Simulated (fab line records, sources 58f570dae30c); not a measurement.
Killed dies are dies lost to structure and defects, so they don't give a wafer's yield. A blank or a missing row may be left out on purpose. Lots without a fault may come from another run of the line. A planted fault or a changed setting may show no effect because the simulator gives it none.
Problem report in the 8D (eight disciplines) form, filled by code | flow berkeley_cmos170 | the parts of the form that need people (team, actions taken, sign-off) are left out

1. THE PROBLEM
SCREENOX_OXIDE_THK at UCB170_SCREENOX_THK_MEAS_02 reads a mean of 3.81 nm on 6 wafers of 2 lots; wafers without a fault read 14.26 nm with a standard deviation of 0.27. That is -39 standard deviations from the usual mean.
First seen on wafer L914.1, day 8 19:14, on film_metro-04. The record holds 36 wafers of 12 lots with a number at this step. Rule for "out", or "out of limits": more than 4 standard deviations from the usual mean. The other wafers with a number count as sound.

2. WHAT IT IS AND WHAT IT IS NOT
question                    | is                           | is not
which readings at this step | SCREENOX_OXIDE_THK           | -
which lots                  | L914, L915                   | L904, L905, L906, L908, L921, L922, L924, L925, L926, L927
which wafers of those lots  | all that have a number       | -
read on which gauges        | film_metro-01, film_metro-04 | film_metro-02
when                        | from day 8 19:14             | up to then (12 sound wafers); but 18 sound wafers of L921, L922, L924, L925, L926, L927 came after

3. SUSPECTS, AND WHAT RULES EACH OUT
Counting: a tool at a process step up to the reading stays a suspect if it ran every lot that is out and no sound lot after the first of them.
- the gauge at UCB170_SCREENOX_THK_MEAS_02: ruled out. The wafers that are out were read on 2 gauges (film_metro-01, film_metro-04).
- furnace-02 at UCB170_SCREENOX_OXIDATION_01 (target thk 14.4 nm, ox time 2400 s): kept. It ran every lot that is out, first L914 (day 8 17:35), and no sound lot after that; its last sound lot up to then is L904 (day 5 20:05). Its own readings are out on those wafers: spike_tc_centre_C, spike_tc_load_C, spike_tc_source_C, tube_center_temp_C, tube_center_temp_C_max.
Left after counting: furnace-02 at UCB170_SCREENOX_OXIDATION_01.

4. THE CAUSE (what the simulator had put in)
Process parameter drift: furnace-02, from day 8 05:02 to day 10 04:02, at UCB170_SCREENOX_OXIDATION_01. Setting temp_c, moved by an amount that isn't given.
Counting left only this tool.

5. THE CHAIN OF EFFECTS, in route order
Each row: a reading whose mean over the struck wafers that have a number lies more than 3 standard deviations from the usual. Only readings for which the record gives a usual standard deviation are gone through. hours: the time from each lot's start at the first step in this table that gives one to its start at this step, as a median over the lots. sigmas: the change in usual standard deviations.
hours | step                         | reading                | usual    | on struck wafers | change  | sigmas
0     | UCB170_SCREENOX_OXIDATION_01 | spike_tc_centre_C      | 902.4 C  | 798.4            | -104.0  | -87
0     | UCB170_SCREENOX_OXIDATION_01 | spike_tc_load_C        | 924 C    | 822              | -102    | -29
0     | UCB170_SCREENOX_OXIDATION_01 | spike_tc_source_C      | 925 C    | 812              | -113    | -16
0     | UCB170_SCREENOX_OXIDATION_01 | tube_center_temp_C     | 900.01 C | 796.38           | -103.63 | -99 or more
0     | UCB170_SCREENOX_OXIDATION_01 | tube_center_temp_C_max | 902.3    | 798.7            | -103.6  | -99 or more
2     | UCB170_SCREENOX_THK_MEAS_02  | SCREENOX_OXIDE_THK     | 14.26 nm | 3.81             | -10.45  | -39
The process steps in it:
- UCB170_SCREENOX_OXIDATION_01: target thk 14.4 nm, ox time 2400 s.

6. WHAT WOULD HAVE CAUGHT IT SOONER
In this record the first reading out of limits at a measuring or inspecting step was taken at day 8 19:14, 14 hours after the fault began at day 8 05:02.
The tool's own readings at UCB170_SCREENOX_OXIDATION_01 were out on every struck wafer that the step has a row for (spike_tc_centre_C, spike_tc_load_C, spike_tc_source_C, tube_center_temp_C, tube_center_temp_C_max): an alarm limit on them would have fired on the first of those.
All the lots that are out (2) had begun UCB170_SCREENOX_OXIDATION_01 on furnace-02 by day 8 19:14. A hold on the tool at that time would have spared none of them.
